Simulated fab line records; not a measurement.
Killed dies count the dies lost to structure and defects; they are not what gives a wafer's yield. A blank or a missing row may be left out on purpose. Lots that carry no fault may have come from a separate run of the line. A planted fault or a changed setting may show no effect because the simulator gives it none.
Problem report, 8D (eight disciplines) form, completed by code -- flow berkeley cmos170 -- the parts of the form that need people (team, actions taken, sign-off) are left out

== 1. THE PROBLEM ==
Mean PLDD_RS at UCB170_SDANNEAL_RS_MEAS_04: 1096.8 ohm/sq over 9 wafers in 3 lots; fault-free wafers: 1031.5 ohm/sq, standard deviation 2.5. That is +26 standard deviations from the usual mean.
The step: measures by four-point-probe.
The first sign was on wafer L940.1 at day 9 12:01, on film metro-04. Wafers with a number at this step in the record: 45, from 15 lots. By rule, "out" or "out of limits" means more than 4 standard deviations away from the usual mean. All remaining wafers that have a number are taken as sound.

== 2. WHAT IT IS AND WHAT IT IS NOT ==
question,is,is not
which readings at this step,PLDD_RS,-
which lots,"L940, L941, L942","L930, L931, L932, L935, L936, L937, L938, L939, L944, L951, L952, L953"
which wafers of those lots,all that have a number,-
read on which gauges,"film metro-01, film metro-04",film metro-03
when,from day 9 12:01,"up to then (24 sound wafers); but 12 sound wafers of L944, L951, L952, L953 came after"

== 3. WHAT RULES OUT EACH SUSPECT ==
Counting: a tool at any process step up to the reading remains a suspect when it ran all the lots that are out and ran no sound lot after the first of those.
- the gauge at UCB170_SDANNEAL_RS_MEAS_04 is ruled out. 2 gauges (film metro-01, film metro-04) read the wafers that are out.
- furnace-02 at UCB170_SPACER_ANNEAL_02 (time 1800 s): kept. It ran every lot that is out, first L940 (day 9 06:16), and no sound lot after that; its last sound lot up to then is L936 (day 9 00:40). Out on those wafers are its own readings of spike tc centre C, zone power centre pct.
Left after counting: furnace-02 at UCB170_SPACER_ANNEAL_02.

== 4. THE CAUSE (what the simulator had put in) ==
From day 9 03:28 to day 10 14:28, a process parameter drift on furnace-02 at UCB170_SPACER_ANNEAL_02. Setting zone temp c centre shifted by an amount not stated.
Counting left only this tool.

== 5. THE EFFECT CHAIN, in route order ==
One row per reading whose mean, taken over the struck wafers that have a number, lies over 3 standard deviations from the usual. Only readings for which the record gives a usual standard deviation are gone through. hours: the time from each lot's start at the first step in this table that gives one to its start at this step, as a median over the lots. sigmas: the change in usual standard deviations.
hours,step,reading,usual,on struck wafers,change,sigmas
0,UCB170_SPACER_ANNEAL_02,spike tc centre C,902.4 C,867.5,-34.9,-35
0,UCB170_SPACER_ANNEAL_02,zone power centre pct,44.5 %,28.7,-15.8,-19
6,UCB170_SDANNEAL_RS_MEAS_04,PLDD_RS,1031.5 ohm/sq,1096.8,+65.3,+26
Here are the process steps it includes:
- UCB170_SPACER_ANNEAL_02: time 1800 s.

== 6. HOW IT WOULD HAVE BEEN CAUGHT EARLIER ==
The first out-of-limits reading at a measuring or inspecting step in this record came at day 9 12:01, 9 hours after the fault's start at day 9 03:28.
The tool's own readings at UCB170_SPACER_ANNEAL_02 were out on every struck wafer that the step has a row for (spike tc centre C, zone power centre pct): an alarm limit on them would have fired on the first of those.
All the lots that are out (3) had begun UCB170_SPACER_ANNEAL_02 on furnace-02 by day 9 12:01. Had the tool been put on hold then, not one of them would have been saved.
